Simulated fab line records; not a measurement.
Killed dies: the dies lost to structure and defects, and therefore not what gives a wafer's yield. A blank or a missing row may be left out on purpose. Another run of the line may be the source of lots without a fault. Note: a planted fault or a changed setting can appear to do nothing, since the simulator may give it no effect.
Which of the tools did it?    flow ritCmos    14 lots with 42 wafers sampled at 2 steps, on a route of 202 steps

WHAT THE GAUGES READ, wafer by wafer
No reading from a measuring or inspecting step in the record can be judged against a usual standard deviation.

WHICH TOOL RAN EACH LOT (tool, then ch and the chambers of the sampled wafers, then the start)
lot   RIT_M1_METAL_ETCH_12             RIT_M1_PROBE_99
L633  rieMetal-01 ch 0,1, day 3 08:10  prober-02, day 3 10:43
L634  rieMetal-02 ch 0,1, day 3 13:04  -
L635  rieMetal-03 ch 0,1, day 3 19:44  -
L636  rieMetal-01 ch 0,1, day 3 23:55  prober-01, day 4 03:09
L637  rieMetal-02 ch 0,1, day 4 04:42  -
L638  rieMetal-03 ch 0,1, day 4 08:34  -
L642  rieMetal-01 ch 0,1, day 5 04:58  -
L644  rieMetal-03 ch 0,1, day 5 14:40  -
L645  rieMetal-01 ch 0,1, day 5 17:59  -
L646  rieMetal-02 ch 0,1, day 6 00:15  prober-02, day 6 03:38
L647  rieMetal-03 ch 0,1, day 6 04:44  prober-01, day 6 07:00
L648  rieMetal-01 ch 0,1, day 6 09:13  prober-02, day 6 11:31
L651  rieMetal-03 ch 0,1, day 7 00:47  -
L656  rieMetal-03 ch 0,1, day 8 04:04  prober-02, day 8 06:20
- RIT_M1_METAL_ETCH_12: etches Al in Cl2/BCl3, stops on SiO2, time 165 s, target depth 600 nm.
- RIT_M1_PROBE_99

AS READ BY THE TOOLS THEMSELVES (means over the sampled wafers that have a number; for cases with no such wafer, the mark the record gives instead)
RIT_M1_METAL_ETCH_12. Usual: drypumpMotorCurrentA 5.5 A, standard deviation 0.5; mfcCl2Sccm 59.99 sccm, standard deviation 0.17; oesProductAu 0.781 a.u., standard deviation 0.014; throttleValvePct 8.25 %, standard deviation 0.052.
lot   tool         drypumpMotorCurrentA (A)  mfcCl2Sccm (sccm)  oesProductAu (a.u.)  throttleValvePct (%)  flag
L633  rieMetal-01  5.3                       59.97              0.773                8.17                  
L634  rieMetal-02  6.0                       60.22              0.800                8.29                  
L635  rieMetal-03  5.4                       59.86              0.783                8.27                  
L636  rieMetal-01  5.3                       60.03              0.771                8.17                  
L637  rieMetal-02  5.9                       60.00              0.790                8.26                  
L638  rieMetal-03  5.0                       60.13              0.784                8.25                  
L642  rieMetal-01  5.5                       60.03              0.776                8.22                  
L644  rieMetal-03  5.0                       60.03              0.766                8.26                  
L645  rieMetal-01  5.3                       59.99              0.772                8.18                  
L646  rieMetal-02  5.9                       60.02              0.785                8.26                  
L647  rieMetal-03  5.0                       59.82              0.775                8.26                  
L648  rieMetal-01  5.6                       59.98              0.769                8.21                  
L651  rieMetal-03  5.4                       59.89              0.752                8.27                  
L656  rieMetal-03  5.4                       59.85              0.753                8.28                  

RIT_M1_PROBE_99. Usual: defectLimitedYield 97.4 %, standard deviation 1.2; killed_at_M0_to_M3 0.0, standard deviation 0.12; killedAtFrontEnd 7, standard deviation 3.1; killedDies 7, standard deviation 3.1; killedOpen 3.4, standard deviation 2.1; killedShort 3.5, standard deviation 2; sort_bin_3_pad_short 0.1 %, standard deviation 0.24; sort_bin_5_function 1.5 %, standard deviation 0.82; sort_bin_6_memory 1.0 %, standard deviation 0.69; sortNPass 257, standard deviation 3.1; sortYieldPct 97.4 %, standard deviation 1.2.
lot   tool       defectLimitedYield (%)  killed_at_M0_to_M3  killedAtFrontEnd  killedDies  killedOpen  killedShort  sort_bin_3_pad_short (%)  sort_bin_5_function (%)  sort_bin_6_memory (%)  sortNPass  sortYieldPct (%)  flag
L633  prober-02  96.7                    0.0                 9                 9           5.3         3.3          0.1                       1.9                      1.3                    255        96.7              
L636  prober-01  97.9                    0.0                 6                 6           4.3         1.3          0.0                       1.6                      0.5                    258        97.9              
L646  prober-02  97.8                    0.0                 6                 6           2.7         3.0          0.3                       1.4                      0.5                    258        97.8              
L647  prober-01  97.3                    0.0                 7                 7           4.3         2.7          0.1                       1.2                      1.3                    257        97.3              
L648  prober-02  97.6                    0.3                 6                 6           3.3         3.0          0.0                       1.8                      0.6                    258        97.6              
L656  prober-02  97.5                    0.0                 7                 7           3.3         3.3          0.3                       1.4                      0.9                    257        97.5              

THE ANSWER, worked out from the rows above alone
Rule: a lot is off if the mean of its wafers that have a number lies more than 3 standard deviations from the usual mean. Also off: a lot with no number at a reading for which 4 or more lots have one. The other lots that the step has rows for count as sound. Order of review: gauges by route order, followed by the tools' own readings, for which a lot's mean as printed above is used. The first step at which some lot is off is used, and at that step the reading that is off furthest; a lot without a number counts as furthest.
None of the lots is off at any reading shown; this tells nothing.

WHAT WAS PUT IN BY THE SIMULATOR
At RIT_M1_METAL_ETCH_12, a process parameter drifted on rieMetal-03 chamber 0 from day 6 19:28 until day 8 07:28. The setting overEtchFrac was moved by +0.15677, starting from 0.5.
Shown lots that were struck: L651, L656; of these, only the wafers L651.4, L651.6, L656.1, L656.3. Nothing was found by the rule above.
